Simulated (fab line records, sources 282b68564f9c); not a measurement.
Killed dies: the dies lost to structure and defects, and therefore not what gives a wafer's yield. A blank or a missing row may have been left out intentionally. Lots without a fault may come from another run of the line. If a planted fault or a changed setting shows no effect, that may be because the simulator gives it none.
One fault through the eyes of 2 desks + flow rit_cmos + each desk holds nothing but its own numbers, with what lay behind them at the end

## THE TOOL OWNER'S DESK: rie_diel-04
The tool's own readings at RIT_SPACER_ETCHBACK_05 (etches Si3N4 in SF6/CHF3, stops on SiO2, target depth 250 nm, time 240 s): means of the sampled wafers that have a number, for each lot that ran on this tool. A lot is out of limits, marked OUT, if its mean lies more than 4 standard deviations from the usual mean; the brackets give that distance.
Columns: A = drypump_motor_current_A at RIT_SPACER_ETCHBACK_05, usual 5.5 A; B = oes_product_au at RIT_SPACER_ETCHBACK_05, usual 0.837 a.u.; C = rf_fwd_power_W at RIT_SPACER_ETCHBACK_05, usual 249.3 W; D = throttle_valve_pct at RIT_SPACER_ETCHBACK_05, usual 10.33 %
| lot  | first seen here | A   | B     | C               | D     |
|------|-----------------|-----|-------|-----------------|-------|
| L219 | day 3 09:57     | 5.2 | 0.839 | 250.1           | 10.29 |
| L226 | day 4 18:18     | 5.3 | 0.848 | 263.0 (+19) OUT | 10.30 |
| L237 | day 7 05:01     | 5.0 | 0.832 | 249.3           | 10.32 |
| L239 | day 7 12:27     | 5.0 | 0.841 | 249.2           | 10.32 |
| L240 | day 7 19:30     | 5.2 | 0.837 | 249.1           | 10.29 |
Finding of this desk: L226 out of limits; the first was L226 at day 4 18:18, on rf_fwd_power_W at RIT_SPACER_ETCHBACK_05. In limits: L219, L237, L239, L240.

## THE METROLOGY DESK
Means of the sampled wafers that have a number, per lot and without regard to the tool the lot ran on: this is what the gauges read. A lot is out of limits, marked OUT, if its mean lies more than 4 standard deviations from the usual mean; the brackets give that distance.
Columns: A = INCOMING_BOW at RIT_ACTIVE_BOW_MEAS_00, usual -1 um; B = GATE_OVL at RIT_GATE_OVL_MEAS_17, usual -0.1 nm
| lot  | first seen here | A  | B    |
|------|-----------------|----|------|
| L218 | day 1 15:00     | -2 | -0.8 |
| L219 | day 1 20:02     | 8  | 0.2  |
| L220 | day 2 01:00     | -4 | -0.3 |
| L221 | day 2 06:00     | -1 | 0.1  |
| L226 | day 3 07:00     | -4 | -2.3 |
| L229 | day 3 22:01     | 3  | -1.9 |
| L231 | day 4 08:02     | -2 | -1.5 |
| L232 | day 4 13:00     | 5  | -0.6 |
| L233 | day 4 18:01     | 1  | -0.1 |
| L236 | day 5 09:02     | 0  | 0.1  |
| L237 | day 5 14:00     | 0  | 2.5  |
| L239 | day 6 00:02     | -3 | -0.2 |
| L240 | day 6 05:00     | -4 | 2.7  |
This desk's finding: nothing out of limits on any of the 13 lots.

## BROUGHT TOGETHER
At day 4 18:18, on L226, the tool owner's desk was in a position to raise an alarm.
At the metrology desk, nothing out of limits was observed.
The metrology desk holds a record of L226, inside its limits.
RIT_SPACER_ETCHBACK_05 was run on rie_diel-04 by each of the lots named.

## WHAT THE SIMULATOR PUT IN
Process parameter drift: rie_diel-04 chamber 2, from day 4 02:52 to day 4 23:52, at RIT_SPACER_ETCHBACK_05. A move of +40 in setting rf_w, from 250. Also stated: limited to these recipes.
Lots struck among those shown: L226.
Delay in hours, fault start to first out-of-limits reading, by desk: the tool owner's desk at 15.
